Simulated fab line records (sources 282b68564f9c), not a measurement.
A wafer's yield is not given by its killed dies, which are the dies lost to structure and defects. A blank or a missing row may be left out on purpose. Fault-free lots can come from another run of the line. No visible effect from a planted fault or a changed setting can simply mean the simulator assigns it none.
Chamber matching	flow ritCmos	RIT_CONTACT_CVD_00 on pecvd-01: 3 sister chambers
The step deposits SiO2 from TEOS, target thk 400 nm, time 61 s. 3 wafers are shown with their chamber, then 7 later ones without.

WAFERS WITH THEIR CHAMBER
wafer	chamber	heaterPowerW (W)
L087.1	1	318
L090.1	0	322
L090.2	2	366

WAFERS WITH NO CHAMBER GIVEN
wafer	heaterPowerW (W)
L090.3	278
L090.4	336
L090.5	294
L090.6	360
L095.2	334
L095.3	365
L095.6	283

EACH ONE'S CHAMBER
wafer	from the rows above	in truth
L090.3	can't be placed: 1 or 0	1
L090.4	can't be placed: 0 or 1 or 2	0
L090.5	can't be placed: 1 or 0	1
L090.6	can't be placed: 2 or 0 or 1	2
L095.2	can't be placed: 0 or 1 or 2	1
L095.3	can't be placed: 2 or 0 or 1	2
L095.6	can't be placed: 1 or 0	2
Correctly placed: 0 of 7. Can't be placed from these rows: 7 (the true chamber is among the candidates in 6). Wrongly placed: 0.
How it was worked out, from the rows above alone: a wafer's distance from a chamber is the root of the sum, over the readings, of the square of ((its reading less the chamber's mean) divided by the reading's scatter). The wafer belongs to the nearest chamber; if the next one is less than 2 further off, it can't be placed. A chamber's mean is the mean of its shown wafers. The scatter (one wafer shown for each chamber): square how far every hidden wafer sits from the nearest shown wafer, average those squares and take the square root.
